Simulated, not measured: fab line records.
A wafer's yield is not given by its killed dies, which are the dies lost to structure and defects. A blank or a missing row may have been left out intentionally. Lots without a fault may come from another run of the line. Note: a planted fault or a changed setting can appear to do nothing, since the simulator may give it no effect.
Struck lot and sound lot, side by side / flow rit-cmos / 15 steps out of a route of 202
Sound: the wafers L792.2, L792.3, L792.6. Struck: wafer L802.3. (L802.4, L802.6 of the same lot were not struck and are left out.) The cause comes at the end.
For every step that has rows: the tool of each side, followed by ch and its chambers, followed by its first start. Under that, the readings that differ: sound wafers / struck wafers / difference of the means / sigmas: that difference in standard deviations of wafers without a fault.
alike: same words and numbers on both sides, and readings whose means sit less than 2 such deviations apart. not compared: any withheld reading, any reading some wafer has no value for, any bound like >300 that may hide the same value, and any number with overlapping values for which the record gives no deviation.
The two part at a step that has a row with sigmas, a row that says differs or no value, or rows on one side only. Numbers that don't overlap but have no deviation are shown without sigmas and don't part them. Lack of a reading on every wafer of one side parts them only where that side has two or more wafers.

RIT_M1_SPUTTER_00: material Al, target thk 400 nm, time 500 s.
  sound on pvd-sputter-03, day 4 17:53; struck on pvd-sputter-01, day 6 20:44
reading=throttle-valve-pct (%); sound=29.5 30.6 29.2; struck=31.8; difference=+2.0; sigmas=+2
RIT_M1_RS_MEAS_01: uses a four-point probe to measure.
  sound on film-metro-04, day 4 18:13; struck on film-metro-01, day 6 21:04
reading=M1_AL_RS (ohm/sq); sound=0.0745 0.0744 0.0734; struck=0.0717; difference=-0.0024; sigmas=-2
RIT_M1_THK_MEAS_02: measures by xrf.
  sound on film-metro-04, day 4 18:19; struck on film-metro-01, day 6 21:10
  alike: M1_AL_THK
then, 6 steps without rows for these wafers: RIT_M1_HMDS_03 (prime time 60 s); RIT_M1_COAT_04 (resist thk 1300 nm); RIT_M1_SOFTBAKE_05 (time 60 s); RIT_M1_EXPOSE_06 (exposes mask M12, target cd 2600 nm); RIT_M1_PEB_07; RIT_M1_DEVELOP_08 (develop time 68 s).
RIT_M1_CD_MEAS_09: target cd 2600 nm.
  sound on cd-sem-01, day 4 19:23; struck on cd-sem-01, day 6 22:08
  alike: cd-nm
RIT_M1_OVL_MEAS_10:
  sound on overlay-01, day 4 19:30; struck on overlay-01, day 6 22:13
  alike: M1_OVL
then, 1 step without rows for these wafers: RIT_M1_HARDBAKE_11 (time 120 s).
RIT_M1_METAL_ETCH_12: etches Al in Cl2/BCl3, stops on SiO2, time 165 s, target depth 600 nm.
  sound on rie-metal-02 ch 0,1, day 4 19:47; struck on rie-metal-02 ch 1, day 6 22:33
reading=oes-product-au (a.u.); sound=0.763 0.764 0.771; struck=0.789; difference=+0.023; sigmas=+2
reading=model.NOVOLAK_of_M1_COAT_04.thk-nm (nm); sound=795.5 816.7 796.6; struck=864.1; difference=+61.2; sigmas=
  alike: drypump-motor-current-A, mfc-cl2-sccm, throttle-valve-pct
  not compared: rf-hours-counter-h
then, 1 step without rows for these wafers: RIT_M1_STRIP_13 (strips in nmp, time 600 s).
RIT_M1_PROBE_99:
  sound on prober-02, day 4 22:53; struck on prober-02, day 7 00:52
reading=model.etest.antenna-m1.vt-shift-v (V); sound=-0.01453 -0.01048 -0.009224; struck=-0.005138; difference=+0.006273; sigmas=

WHERE THEY PART
Earliest at RIT_M1_SPUTTER_00; latest, in this record, at RIT_M1_METAL_ETCH_12.

WHY: the cause the simulator had injected
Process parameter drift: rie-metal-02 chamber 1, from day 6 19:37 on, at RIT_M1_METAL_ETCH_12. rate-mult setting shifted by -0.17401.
